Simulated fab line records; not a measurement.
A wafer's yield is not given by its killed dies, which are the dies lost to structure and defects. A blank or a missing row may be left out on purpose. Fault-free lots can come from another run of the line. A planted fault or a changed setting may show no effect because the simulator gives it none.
Tool commonality check | flow ritCmos | Lots sampled 16, wafers sampled 48

== WHAT PROMPTED THE OPENING ==
At RIT_M1_OVL_MEAS_10 the reading M1_OVL is flagged on 4 of 16 lots. Wafers without a fault read 1.0 nm, standard deviation 1.5.
Rule: a lot gets a flag if all its wafers with a number sit over 4 standard deviations from that mean, or if no wafer of it has a number. All remaining lots are regarded as sound.

lot  | measured    | on         | M1_OVL (nm), wafer by wafer | flag
L256 | day 3 09:38 | overlay-02 | 3.9 3.0 3.0                 | 
L257 | day 3 18:30 | overlay-01 | 2.4 2.8 2.8                 | 
L258 | day 3 22:37 | overlay-02 | 0.3 1.9 0.9                 | 
L261 | day 4 12:00 | overlay-01 | 3.2 1.7 3.2                 | 
L262 | day 4 18:31 | overlay-02 | -1.0 0.1 0.2                | 
L263 | day 5 04:57 | overlay-01 | -2.1 0.2 -0.6               | 
L265 | day 5 10:07 | overlay-01 | 2.2 2.6 3.0                 | 
L266 | day 5 14:52 | overlay-01 | 0.3 0.1 -0.9                | 
L269 | day 6 04:43 | overlay-02 | 0.4 1.5 2.4                 | 
L270 | day 6 09:34 | overlay-01 | 3.0 2.0 1.5                 | 
L271 | day 6 15:46 | overlay-01 | -0.4 -1.7 -0.2              | 
L273 | day 7 00:20 | overlay-01 | -0.1 0.1 0.5                | 
L274 | day 7 03:39 | overlay-01 | 361.6 361.3 361.3           | FLAGGED
L275 | day 7 10:58 | overlay-01 | 361.3 360.1 360.9           | FLAGGED
L276 | day 7 16:56 | overlay-01 | 361.9 359.0 359.6           | FLAGGED
L277 | day 7 19:17 | overlay-01 | 361.9 362.0 362.2           | FLAGGED
Flagged lots average 361.1 nm: +360.1 nm relative to the usual, that is +99 or more standard deviations.

== LOT BY LOT: THE TOOL USED ==
The record holds 1 process step before the reading, out of a route of 202 steps. Every cell lists first the tool, next ch and the chambers used by the sampled wafers, and last the start.
lot  | flag    | RIT_M1_EXPOSE_06
L256 |         | ilineStepper-01 ch 0, day 3 09:05
L257 |         | ilineStepper-02 ch 0, day 3 17:57
L258 |         | ilineStepper-02 ch 0, day 3 22:05
L261 |         | ilineStepper-01 ch 0, day 4 11:26
L262 |         | ilineStepper-02 ch 0, day 4 17:50
L263 |         | ilineStepper-02 ch 0, day 5 04:14
L265 |         | ilineStepper-02 ch 0, day 5 09:34
L266 |         | ilineStepper-02 ch 0, day 5 14:19
L269 |         | ilineStepper-01 ch 0, day 6 04:10
L270 |         | ilineStepper-01 ch 0, day 6 09:02
L271 |         | ilineStepper-02 ch 0, day 6 15:13
L273 |         | ilineStepper-02 ch 0, day 6 23:49
L274 | FLAGGED | ilineStepper-02 ch 0, day 7 03:08
L275 | FLAGGED | ilineStepper-02 ch 0, day 7 10:25
L276 | FLAGGED | ilineStepper-02 ch 0, day 7 16:23
L277 | FLAGGED | ilineStepper-02 ch 0, day 7 18:46
What is done by these steps:
- RIT_M1_EXPOSE_06: exposes mask M12, target cd 2600 nm.
- RIT_M1_OVL_MEAS_10

== FLAGGED OVER TOTAL, TOOL BY TOOL (the gauges that took the reading come last) ==
step               | tool            | lots run | flagged | share of the flagged lots | sound lots run after its first flagged lot
RIT_M1_EXPOSE_06   | ilineStepper-01 | 4        | 0       | none                      | -
RIT_M1_EXPOSE_06   | ilineStepper-02 | 12       | 4       | all                       | 0
RIT_M1_OVL_MEAS_10 | overlay-01      | 12       | 4       | all                       | 0
RIT_M1_OVL_MEAS_10 | overlay-02      | 4        | 0       | none                      | -

== THE TABLE: WHAT IT ALLOWS ==
Rows of the table that ran all the flagged lots, 2 in number: ilineStepper-02 at RIT_M1_EXPOSE_06; overlay-01 at RIT_M1_OVL_MEAS_10.
- ilineStepper-02 at RIT_M1_EXPOSE_06: 4 of its 12 lots flagged. Its last sound lot is L273 (day 6 23:49), its first flagged lot L274 (day 7 03:08): a fault that began between those two fits.
- overlay-01 at RIT_M1_OVL_MEAS_10: 4 of its 12 lots flagged. Its last sound lot is L273 (day 7 00:20), its first flagged lot L274 (day 7 03:39): a fault that began between those two fits.
Counting lots can't tell these 2 tools apart, because each fits a fault that began at some hour. More lots, or a look at what each step does to the wafer, might.

== WHAT THE SIMULATOR HAD PUT IN ==
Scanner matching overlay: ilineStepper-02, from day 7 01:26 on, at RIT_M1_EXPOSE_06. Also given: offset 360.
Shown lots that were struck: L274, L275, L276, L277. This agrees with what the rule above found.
